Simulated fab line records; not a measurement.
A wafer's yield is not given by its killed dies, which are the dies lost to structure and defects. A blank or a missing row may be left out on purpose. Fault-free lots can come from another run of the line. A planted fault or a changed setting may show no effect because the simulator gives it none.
Which of the tools did it? | flow rit_cmos | 14 lots with 42 wafers sampled at 2 steps, on a route of 202 steps

WHAT EACH GAUGE READ, for each wafer
RIT_NRETRO_OVL_MEAS_06. Usual: NRETRO_OVL typically reads -0.4 nm, with standard deviation 1.4.
lot  | measured    | on         | NRETRO_OVL (nm) | flag
L233 | day 2 12:08 | overlay-01 | -0.6 0.3 0.1    |
L234 | day 2 17:37 | overlay-01 | 0.3 -0.5 1.6    |
L235 | day 3 02:56 | overlay-01 | -0.4 -0.1 -1.2  |
L236 | day 3 04:26 | overlay-02 | -0.1 0.9 0.4    |
L237 | day 3 08:08 | overlay-02 | -1.9 -2.0 -0.9  |
L238 | day 3 17:17 | overlay-02 | -0.9 -0.6 -1.0  |
L240 | day 4 01:16 | overlay-02 | -1.4 -0.7 -1.9  |
L241 | day 4 09:20 | overlay-02 | -2.9 -2.7 -3.0  |
L242 | day 4 09:34 | overlay-01 | 2.1 2.5 2.3     |
L243 | day 4 14:49 | overlay-01 | -0.3 1.1 0.8    |
L245 | day 5 05:39 | overlay-01 | -1.5 0.2 -0.2   |
L249 | day 6 03:11 | overlay-02 | - - -           | OFF
L251 | day 6 08:15 | overlay-02 | - - -           | OFF
L255 | day 7 01:13 | overlay-01 | -0.9 -0.8 -1.3  |

WHICH TOOL RAN EACH LOT (tool, then ch and the chambers of the sampled wafers, then the start)
lot  | RIT_NRETRO_EXPOSE_03
L233 | iline_stepper-01 ch 0, day 2 11:42
L234 | iline_stepper-02 ch 0, day 2 17:12
L235 | iline_stepper-01 ch 0, day 3 02:31
L236 | iline_stepper-02 ch 0, day 3 03:47
L237 | iline_stepper-02 ch 0, day 3 07:43
L238 | iline_stepper-01 ch 0, day 3 16:43
L240 | iline_stepper-02 ch 0, day 4 00:50
L241 | iline_stepper-02 ch 0, day 4 08:56
L242 | iline_stepper-01 ch 0, day 4 09:09
L243 | iline_stepper-01 ch 0, day 4 14:23
L245 | iline_stepper-02 ch 0, day 5 05:14
L249 | iline_stepper-02 ch 0, day 6 02:46
L251 | iline_stepper-02 ch 0, day 6 07:49
L255 | iline_stepper-01 ch 0, day 7 00:49
- RIT_NRETRO_EXPOSE_03: exposes mask M4, target cd 43900 nm.

AS READ BY THE TOOLS THEMSELVES (means over the sampled wafers that have a number; for cases with no such wafer, the mark the record gives instead)
RIT_NRETRO_EXPOSE_03. Usual: stage_vel_mm_s 499.98 mm/s, standard deviation 0.24.
lot  | tool             | stage_vel_mm_s (mm/s) | flag
L233 | iline_stepper-01 | 500.09                |
L234 | iline_stepper-02 | 499.98                |
L235 | iline_stepper-01 | 499.95                |
L236 | iline_stepper-02 | 499.99                |
L237 | iline_stepper-02 | 499.77                |
L238 | iline_stepper-01 | 500.28                |
L240 | iline_stepper-02 | 499.73                |
L241 | iline_stepper-02 | 499.86                |
L242 | iline_stepper-01 | 500.11                |
L243 | iline_stepper-01 | 500.21                |
L245 | iline_stepper-02 | 500.06                |
L249 | iline_stepper-02 | 500.01                |
L251 | iline_stepper-02 | 499.80                |
L255 | iline_stepper-01 | 499.99                |

THE ANSWER, worked out from the rows above alone
Rule: a lot is off if the mean of its wafers that have a number lies more than 3 standard deviations from the usual mean. Also off: a lot with no number at a reading for which 4 or more lots have one. The other lots that the step has rows for count as sound. The gauges are gone through in route order, then the tools' own readings, and for those a lot's mean is taken as printed above. The first step at which some lot is off is used, and at that step the reading that is off furthest; a lot without a number counts as furthest.
Off: L249, L251, seen at RIT_NRETRO_OVL_MEAS_06 (NRETRO_OVL). Without a number there: L249, L251.
A tool fits if, at a process step before that reading, it ran every lot that is off, and no sound lot after the first of them. Gauges at RIT_NRETRO_OVL_MEAS_06: tried the same way as those tools. Undecided on this evidence; 2 tools fit (iline_stepper-02 at RIT_NRETRO_EXPOSE_03, overlay-02 at RIT_NRETRO_OVL_MEAS_06).

WHAT THE SIMULATOR HAD INSERTED
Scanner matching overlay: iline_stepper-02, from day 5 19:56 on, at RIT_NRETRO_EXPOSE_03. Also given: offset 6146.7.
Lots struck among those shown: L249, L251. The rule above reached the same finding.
